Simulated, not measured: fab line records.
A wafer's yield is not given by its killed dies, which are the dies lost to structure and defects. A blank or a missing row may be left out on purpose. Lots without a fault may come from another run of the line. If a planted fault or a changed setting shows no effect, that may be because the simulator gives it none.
Which of the tools did it? ; flow berkeley-cmos170 ; 45 wafers from 15 lots sampled at 4 of the route's 331 steps

WHAT EACH GAUGE READ, for each wafer
UCB170_V2_CD_MEAS_12: the cd target is 700 nm. Usual: cd-nm 699.9 nm, standard deviation 1.4.
lot;measured;on;cd-nm (nm);flag
L396;day 9 06:20;cd-sem-01;698.8 698.2 696.9;
L397;day 9 04:38;cd-sem-02;700.9 701.1 702.6;
L398;day 9 12:07;cd-sem-02;697.3 698.3 699.4;
L399;day 9 08:05;cd-sem-01;698.6 700.2 699.8;
L400;day 9 08:32;cd-sem-01;698.6 700.1 700.2;
L401;day 10 01:06;cd-sem-02;702.1 703.1 701.0;
L402;day 9 20:10;cd-sem-02;703.0 700.9 701.8;
L403;day 10 01:22;cd-sem-01;698.6 698.6 699.1;
L408;day 11 12:02;cd-sem-01;699.3 699.5 698.6;
L409;day 11 12:19;cd-sem-02;698.9 699.0 698.9;
L411;day 12 07:56;cd-sem-01;699.1 699.7 700.0;
L414;day 12 02:37;cd-sem-02;699.9 700.8 700.5;
L415;day 12 07:16;cd-sem-02;700.2 700.5 700.5;
L416;day 11 23:28;cd-sem-01;701.5 701.2 702.1;
L412;day 12 12:59;cd-sem-01;699.5 699.3 700.7;

UCB170_M3_CD_MEAS_90: the cd target is 700 nm. Usual: cd-nm 702 nm, standard deviation 3.4.
lot;measured;on;cd-nm (nm);flag
L396;day 9 10:19;cd-sem-02;700 704 702;
L397;day 9 09:45;cd-sem-02;709 704 701;
L398;day 9 15:08;cd-sem-02;699 699 696;
L399;day 9 12:06;cd-sem-01;702 702 699;
L400;day 9 12:23;cd-sem-01;700 703 702;
L401;day 10 05:19;cd-sem-02;702 703 705;
L402;day 9 23:47;cd-sem-02;705 699 707;
L403;day 10 05:29;cd-sem-02;702 700 702;
L408;day 11 15:53;cd-sem-01;701 699 702;
L409;day 11 16:10;cd-sem-02;699 700 696;
L411;day 12 11:38;cd-sem-02;702 696 699;
L414;day 12 07:24;cd-sem-01;704 707 706;
L415;day 12 11:34;cd-sem-01;708 706 711;
L416;day 12 02:50;cd-sem-01;699 699 704;
L412;day 12 15:57;cd-sem-02;703 699 703;

EACH LOT AND THE TOOL THAT RAN IT (in order: tool; ch and the chambers of the sampled wafers; start)
lot;UCB170_SCREENOX_WET_ETCH_00;UCB170_M3_STRIP_19
L396;wet-bench-02 ch 2, day 6 10:17;plasma-asher-01 ch 0,1, day 9 10:13
L397;wet-bench-02 ch 2, day 6 10:17;plasma-asher-03 ch 0,1, day 9 09:38
L398;wet-bench-01 ch 0, day 6 14:35;plasma-asher-01 ch 0,1, day 9 15:02
L399;wet-bench-01 ch 1, day 6 14:35;plasma-asher-01 ch 1, day 9 12:00
L400;wet-bench-01 ch 3, day 6 14:35;plasma-asher-03 ch 0,1, day 9 12:17
L401;wet-bench-01 ch 1, day 7 04:05;plasma-asher-01 ch 0,1, day 10 05:07
L402;wet-bench-01 ch 3, day 7 04:05;plasma-asher-01 ch 0,1, day 9 23:41
L403;wet-bench-01 ch 3, day 7 04:05;plasma-asher-03 ch 0,1, day 10 05:23
L408;wet-bench-02 ch 1, day 8 08:32;plasma-asher-03 ch 0,1, day 11 15:47
L409;wet-bench-02 ch 1, day 8 12:34;plasma-asher-04 ch 0,1, day 11 16:04
L411;wet-bench-02 ch 1, day 9 03:20;plasma-asher-04 ch 0,1, day 12 11:31
L414;wet-bench-02 ch 1, day 9 03:20;plasma-asher-01 ch 0,1, day 12 07:18
L415;wet-bench-02 ch 0, day 9 03:20;plasma-asher-01 ch 0,1, day 12 11:27
L416;wet-bench-02 ch 0, day 9 03:20;plasma-asher-01 ch 0,1, day 12 02:43
L412;wet-bench-02 ch 1, day 9 15:26;plasma-asher-03 ch 0,1, day 12 15:51
- UCB170_SCREENOX_WET_ETCH_00: etches SiO2 in dHF, time 200 s.
- UCB170_M3_STRIP_19: strips in O2.

AS READ BY THE TOOLS THEMSELVES (means over the sampled wafers that have a number; for cases with no such wafer, the mark the record gives instead)
UCB170_SCREENOX_WET_ETCH_00. Usual: run-length-s 226.9 s, standard deviation 2.6.
lot;tool;run-length-s (s);flag
L396;wet-bench-02;234.0;
L397;wet-bench-02;233.9;
L398;wet-bench-01;226.1;
L399;wet-bench-01;225.9;
L400;wet-bench-01;225.6;
L401;wet-bench-01;125.6;OFF
L402;wet-bench-01;126.2;OFF
L403;wet-bench-01;126.8;OFF
L408;wet-bench-02;226.7;
L409;wet-bench-02;226.3;
L411;wet-bench-02;226.8;
L414;wet-bench-02;227.8;
L415;wet-bench-02;224.0;
L416;wet-bench-02;223.4;
L412;wet-bench-02;226.5;

UCB170_M3_STRIP_19. Usual: drypump-motor-current-A 5.7 A, standard deviation 0.53; oes-product-au 0.549 a.u., standard deviation 0.019.
lot;tool;drypump-motor-current-A (A);oes-product-au (a.u.);flag
L396;plasma-asher-01;5.5;0.552;
L397;plasma-asher-03;6.2;0.565;
L398;plasma-asher-01;5.5;0.545;
L399;plasma-asher-01;5.5;0.547;
L400;plasma-asher-03;6.2;0.538;
L401;plasma-asher-01;5.5;0.508;
L402;plasma-asher-01;5.5;0.561;
L403;plasma-asher-03;6.2;0.548;
L408;plasma-asher-03;5.8;0.540;
L409;plasma-asher-04;5.6;0.521;
L411;plasma-asher-04;5.6;0.547;
L414;plasma-asher-01;5.5;0.568;
L415;plasma-asher-01;5.5;0.567;
L416;plasma-asher-01;5.5;0.545;
L412;plasma-asher-03;5.8;0.547;

THE ANSWER, worked out from the rows above alone
Rule: take the mean of a lot's wafers that have a number; if it is more than 3 standard deviations from the usual mean, the lot is off. Also off: a lot with no number at a reading for which 4 or more lots have one. All remaining lots with rows at the step are treated as sound. First the gauges in route order, then the tools' own readings, where a lot's mean is used as printed above. At the first step where some lot is off, the reading lying furthest off is the one used; lots without a number count as furthest.
Off, at UCB170_SCREENOX_WET_ETCH_00 on run-length-s: L401, L402, L403.
A tool fits if, at that step or a process step before it, it ran every lot that is off, and no sound lot after the first of them. One candidate fits, namely wet-bench-01 at UCB170_SCREENOX_WET_ETCH_00. Its last sound lot is L398 (day 6 14:35), its first lot that is off L401 (day 7 04:05): a fault that began between those two fits.
On the lots that are off, the tool's own readings at UCB170_SCREENOX_WET_ETCH_00 differ by more than 5 times the standard deviation of the sound lots' means, which bears it out; run-length-s reads 126.2 s there versus 227.2 s on the sound lots.

WHAT THE SIMULATOR HAD PUT IN
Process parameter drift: wet-bench-01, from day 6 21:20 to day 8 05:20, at UCB170_SCREENOX_WET_ETCH_00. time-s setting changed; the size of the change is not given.
Shown lots that were struck: L402, L401, L403. The rule above reached the same finding.
